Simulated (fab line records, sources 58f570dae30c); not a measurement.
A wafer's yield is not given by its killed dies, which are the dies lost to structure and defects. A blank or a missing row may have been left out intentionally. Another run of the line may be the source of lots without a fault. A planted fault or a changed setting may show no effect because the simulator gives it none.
Split-lot experiment | flow berkeley_cmos170 | route with 331 steps; 5 lots, 23 wafers read

## THE SPLIT
At UCB170_PFIELD_IMPLANT_07, the setting energy_kev was moved away from the recipe's 80 on 10 of the 23 wafers read, by -4.5% to +5.5%. All remaining wafers had this setting at the recipe value.

Reading taken at the split's own step.

## THE READING
implant.drp_nm (the simulator's own value, which no gauge read), in nm, at UCB170_PFIELD_IMPLANT_07. The file gives no usual value for it.

wafer  | tool, chamber at the split | energy_kev as run | against the recipe | implant.drp_nm, nm | against lot-mates on the recipe
L074.1 | implanter-04, 0            | 77                | -3.7%              | 73.48              | -1.38
L074.6 | implanter-04, 0            | 77                | -3.7%              | 73.48              | -1.38
L074.2 | implanter-04, 0            | 80                | recipe             | 74.86              | -
L074.3 | implanter-04, 0            | 80                | recipe             | 74.86              | -
L074.4 | implanter-04, 0            | 80                | recipe             | 74.86              | -
L079.1 | implanter-04, 0            | 77.96             | -2.6%              | 73.93              | -0.93
L079.3 | implanter-04, 0            | 77.96             | -2.6%              | 73.93              | -0.93
L079.4 | implanter-04, 0            | 77.96             | -2.6%              | 73.93              | -0.93
L079.2 | implanter-04, 0            | 80                | recipe             | 74.86              | -
L079.5 | implanter-04, 0            | 80                | recipe             | 74.86              | -
L080.1 | implanter-01, 0            | 80                | recipe             | 74.86              | -
L080.3 | implanter-01, 0            | 80                | recipe             | 74.86              | -
L080.4 | implanter-01, 0            | 80                | recipe             | 74.86              | -
L080.2 | implanter-01, 0            | 76.38             | -4.5%              | 73.19              | -1.67
L080.6 | implanter-01, 0            | 76.38             | -4.5%              | 73.19              | -1.67
L083.3 | implanter-01, 0            | 80                | recipe             | 74.86              | -
L083.4 | implanter-01, 0            | 80                | recipe             | 74.86              | -
L083.5 | implanter-01, 0            | 80                | recipe             | 74.86              | -
L084.2 | implanter-01, 0            | 84.44             | +5.5%              | 76.76              | +1.90
L084.3 | implanter-01, 0            | 84.44             | +5.5%              | 76.76              | +1.90
L084.6 | implanter-01, 0            | 84.44             | +5.5%              | 76.76              | +1.90
L084.4 | implanter-01, 0            | 80                | recipe             | 74.86              | -
L084.5 | implanter-01, 0            | 80                | recipe             | 74.86              | -

THE FIT
A straight line over all 23 wafers: implant.drp_nm changes by +0.354 nm for each +1% of energy_kev; r = +1.00; the points scatter about the line by 0.029 nm.
The same after taking each lot's own level away (the mean of its wafers on the recipe; 23 wafers): +0.354 nm for each +1%; r = +1.00; scatter 0.029 nm.
Per that fit: largest energy_kev move, reading shift of 2 nm.
The lots' own levels span 74.860 to 74.860 nm.
The two slopes agree, so the slope changes little with the lot-to-lot level.
Check: for one of the wafers moved furthest among these (+5.5%), held out of the fit, the line's prediction against its lot-mates is +1.95 nm. Against them it came out at +1.9 nm.

## FURTHER SPLITS ON THESE WAFERS
Other splits were also applied to these wafers ahead of the reading. Each is held against what the fit with the lots' levels taken away leaves over:
other split on the same wafers   | wafers away from the commonest value | r with implant.drp_nm (lot level and that fit taken away)
UCB170_START_OXIDATION_02 temp_c | 18                                   | +0.21
UCB170_PWELL_OXIDATION_02 temp_c | 15                                   | -0.20
UCB170_ACTIVE_PEB_11 peb_temp_c  | 9                                    | +0.23

## THE WHOLE CHAIN: every reading that the file lists as answering this split, in the file's order
step                     | what it does | reading                                                         | change (the file's fit)               | r (the file's)
UCB170_PFIELD_IMPLANT_07 |              | implant.rp_nm (the simulator's own value, which no gauge read)  | +2.17 nm for each +1% of the setting  | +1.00
UCB170_PFIELD_IMPLANT_07 |              | implant.drp_nm (the simulator's own value, which no gauge read) | +0.357 nm for each +1% of the setting | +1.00

## FILE'S OWN FIT
implant.drp_nm changes by +0.357 nm for each +1% of energy_kev, r = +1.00.
